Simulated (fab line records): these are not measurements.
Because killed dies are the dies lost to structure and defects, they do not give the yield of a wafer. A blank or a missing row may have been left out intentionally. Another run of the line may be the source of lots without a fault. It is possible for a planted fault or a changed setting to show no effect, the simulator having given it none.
One fault through the eyes of 2 desks | flow rit-cmos | only its own numbers are on each desk; what lay behind them is given at the end

## DESK OF THE TOOL OWNER: lpcvd-01
The tool's own readings at RIT_GATE_CVD_08 (deposits poly-Si from SiH4, target thk 250 nm, time 2220 s): means of the sampled wafers that have a number, for each lot that ran on this tool. Any lot whose mean is over 4 standard deviations away from the usual mean is out of limits and marked OUT; that distance is given in the brackets.
Columns: A = zone-power-centre-pct at RIT_GATE_CVD_08, usual 26.2 %
lot  | first seen here | A
L419 | day 2 11:08     | 31.5
L422 | day 3 04:14     | 31.3
L425 | day 3 19:57     | 25.5
L429 | day 4 13:16     | 25.3
L433 | day 5 07:58     | 31.3
L439 | day 6 15:00     | 25.4
L440 | day 6 20:05     | 31.2
This desk's finding: nothing out of limits on any of the 7 lots.

## AT THE METROLOGY DESK
What the gauges read for every lot (on any tool): the sampled wafers with a number, averaged. Any lot whose mean is over 4 standard deviations away from the usual mean is out of limits and marked OUT; that distance is given in the brackets.
Columns: A = cd-nm at RIT_ACTIVE_CD_MEAS_11, usual 1400.8 nm; B = GATE_POLY_THK at RIT_GATE_THK_MEAS_09, usual 253.9 nm; C = CONTACT_TEOS_THK at RIT_CONTACT_THK_MEAS_01, usual 399 nm; D = CONTACT_OVL at RIT_CONTACT_OVL_MEAS_09, usual -0.4 nm
lot  | first seen here | A      | B               | C   | D
L419 | day 1 14:34     | 1399.7 | 251.4           | 399 | -1.5
L420 | day 1 20:16     | 1402.2 | 253.8           | 400 | -1.6
L421 | day 2 02:46     | 1401.9 | 256.3           | 402 | -0.7
L422 | day 2 05:41     | 1401.1 | 251.8           | 400 | 0.1
L424 | day 2 15:26     | 1400.1 | 251.9           | 403 | -1.1
L425 | day 2 21:30     | 1400.6 | 251.8           | 395 | -0.2
L426 | day 3 01:34     | 1397.9 | 260.3           | 402 | -1.3
L428 | day 3 12:17     | 1396.7 | 255.8           | 400 | -0.4
L429 | day 3 18:11     | 1402.2 | 255.1           | 403 | 0.2
L433 | day 4 12:42     | 1399.9 | 251.0           | 394 | -1.3
L438 | day 5 14:09     | 1398.5 | 252.6           | 402 | -0.1
L439 | day 5 18:36     | 1403.3 | 346.9 (+36) OUT | -   | -
L440 | day 5 23:26     | 1399.6 | 349.8 (+37) OUT | -   | -
L441 | day 6 04:34     | 1403.8 | 257.2           | 401 | -0.2
This desk's result: L439, L440 out of limits, first on L439 (GATE_POLY_THK at RIT_GATE_THK_MEAS_09), day 6 16:38. In limits: L419, L420, L421, L422, L424, L425, L426, L428, L429, L433, L438, L441.

## ALL TOGETHER
The metrology desk could have raised an alarm at day 6 16:38, on L439, L440.
The desk of the tool owner found nothing out of limits.
Tool owner's desk: L439, L440 on record, inside its limits.
RIT_GATE_CVD_08 was run on lpcvd-01 by each of the lots named.

## WHAT THE SIMULATOR PUT IN
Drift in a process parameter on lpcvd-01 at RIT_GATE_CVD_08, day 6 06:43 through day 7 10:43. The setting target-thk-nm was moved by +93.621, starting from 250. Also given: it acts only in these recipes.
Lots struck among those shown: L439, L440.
Delay in hours, fault start to first out-of-limits reading, per desk: metrology desk 10.
